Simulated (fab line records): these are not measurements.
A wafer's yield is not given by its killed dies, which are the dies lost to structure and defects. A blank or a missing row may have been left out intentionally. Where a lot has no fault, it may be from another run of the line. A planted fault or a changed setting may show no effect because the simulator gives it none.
Which of the tools did it? || flow berkeley-cmos170 || 7 lots (19 wafers sampled), 1 step of a 331-step route

WHAT EACH GAUGE READ, for each wafer
UCB170_ACTIVE_OVL_MEAS_14.
{"lot": "L496", "measured": "day 4 16:10", "on": "overlay-02", "ACTIVE_OVL (nm)": "10 11 5"}
{"lot": "L499", "measured": "day 5 16:34", "on": "overlay-02", "ACTIVE_OVL (nm)": "-10 -9 -9"}
{"lot": "L502", "measured": "day 6 08:02", "on": "overlay-02", "ACTIVE_OVL (nm)": "-1 -4 -8"}
{"lot": "L506", "measured": "day 6 21:26", "on": "overlay-02", "ACTIVE_OVL (nm)": "1 2 1"}
{"lot": "L510", "measured": "day 7 13:55", "on": "overlay-02", "ACTIVE_OVL (nm)": 1}
{"lot": "L513", "measured": "day 8 18:02", "on": "overlay-02", "ACTIVE_OVL (nm)": "0 1 2"}
{"lot": "L518", "measured": "day 9 12:07", "on": "overlay-01", "ACTIVE_OVL (nm)": "6 0 -2"}

TOOL THAT RAN EACH LOT (tool first, then ch and the chambers of the sampled wafers, then the start)
Record: no process step prior to these readings.

THE ANSWER, worked out from the rows above alone
Rule: the usual values come from the lots themselves. The widest of any qualifying gaps counts: lots, ordered by their means at a reading, are off when they make up no more than a third of the lots, leave a main group of 4 or more, and stand apart from it by 3 or more times the standard deviation of that group's means. The tables above print the reading to a certain number of digits; a main group whose means all agree to those digits is not used. Also off: a lot with no number at a reading for which 4 or more lots have one. The other lots that the step has rows for count as sound.
None of the lots is off at any reading shown; this tells nothing.

WHAT THE SIMULATOR HAD PUT IN
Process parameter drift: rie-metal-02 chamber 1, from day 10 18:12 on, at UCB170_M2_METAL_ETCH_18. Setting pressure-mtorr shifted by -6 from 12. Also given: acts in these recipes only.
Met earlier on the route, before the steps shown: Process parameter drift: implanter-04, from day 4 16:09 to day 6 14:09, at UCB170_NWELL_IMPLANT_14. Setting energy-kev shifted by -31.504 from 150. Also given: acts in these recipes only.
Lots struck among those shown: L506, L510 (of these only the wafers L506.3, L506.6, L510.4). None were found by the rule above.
